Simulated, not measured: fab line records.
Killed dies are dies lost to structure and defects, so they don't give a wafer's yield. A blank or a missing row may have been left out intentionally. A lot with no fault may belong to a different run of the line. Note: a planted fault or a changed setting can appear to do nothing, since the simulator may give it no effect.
A lot that was struck, set against a sound lot -- flow berkeleyCmos170 -- 14 steps out of a route of 331
Sound: these wafers, L909.1, L909.2, L909.5. The struck wafers were L916.1, L916.3, L916.4. The cause is given at the end.
At each step with rows: each side's tool, then ch and its chambers, then its first start. Under that, the readings that differ: sound wafers -- struck wafers -- difference of the means -- sigmas: that difference in standard deviations of wafers without a fault.
alike: same words and numbers on both sides, and readings whose means sit less than 2 such deviations apart. not compared: any withheld reading, any reading some wafer has no value for, any bound like >300 that may hide the same value, and any number with overlapping values for which the record gives no deviation.
The two part at a step that has a row with sigmas, a row that says differs or no value, or rows on one side only. When numbers do not overlap yet have no deviation, they are printed without sigmas and do not part them. A reading that every wafer of one side lacks parts them only if that side has two wafers or more.

first, 1 step without rows for these wafers: UCB170_M1_ANNEAL_14 (time 1200 s).
UCB170_V1_CVD_00: deposits SiO2 from TEOS/O2, target thk 2000 nm, time 250 s.
  sound on pecvd-01 ch 1,2, day 9 12:31; struck on pecvd-01 ch 1,2, day 10 14:13
  alike: heaterPowerW, pressureMtorr
UCB170_V1_THK_MEAS_01:
  sound on filmMetro-04, day 9 12:40; struck on filmMetro-01, day 10 14:22
  alike: V1_TEOS_THK
UCB170_V1_CMP_02: polishes SiO2.
  sound on cmp-01 ch 0,2,3, day 9 12:44; struck on cmp-01 ch 0,1,3, day 10 14:25
  alike: motorCurrentA
UCB170_V1_BOW_MEAS_03:
  sound on filmMetro-04, day 9 13:02; struck on filmMetro-04, day 10 14:43
  alike: V1_BOW
UCB170_V1_THK_MEAS_04:
  sound on filmMetro-04, day 9 13:09; struck on filmMetro-04, day 10 14:50
  alike: V1_POLISHED_THK
then, 5 steps without rows for these wafers: UCB170_V1_CLEAN_05 (cleans in DIW); UCB170_V1_HMDS_06 (prime time 60 s); UCB170_V1_COAT_07 (resist thk 900 nm); UCB170_V1_SOFTBAKE_08 (time 60 s); UCB170_V1_EXPOSE_09 (exposes mask VIA1, target cd 700 nm).
UCB170_V1_PEB_10:
  sound on lithoTrack-03 ch 0, day 9 14:23; struck on lithoTrack-03 ch 0, day 10 16:49
  alike: plateSensorTCentreC, plateSensorTEdgeC
UCB170_V1_DEVELOP_11: develop time 45 s.
  struck on lithoTrack-03, day 10 16:00; sound on lithoTrack-03 ch 0, day 9 14:00
  no value came back on the struck wafers for chillPlateTempC (C), developTimeS (s); on the sound wafers chillPlateTempC (C) reads 22.95 23.13 23.04
reading,sound,struck,difference,sigmas
model.KrF_of_V1_COAT_07.thkNm (nm),886.3 888.4 886.7,897.9 898.4 897.6,+10.8,
UCB170_V1_CD_MEAS_12 targets a cd of 700 nm.
  sound on cdSem-02, day 9 14:40; struck on cdSem-01, day 10 17:05
reading,sound,struck,difference,sigmas
cdNm (nm),700.5 699.6 698.7,- - -,no value on the struck wafers,

## WHERE THEY PART
At UCB170_V1_DEVELOP_11 first; at UCB170_V1_CD_MEAS_12 last (within this record only).

WHY: what had been put in by the simulator
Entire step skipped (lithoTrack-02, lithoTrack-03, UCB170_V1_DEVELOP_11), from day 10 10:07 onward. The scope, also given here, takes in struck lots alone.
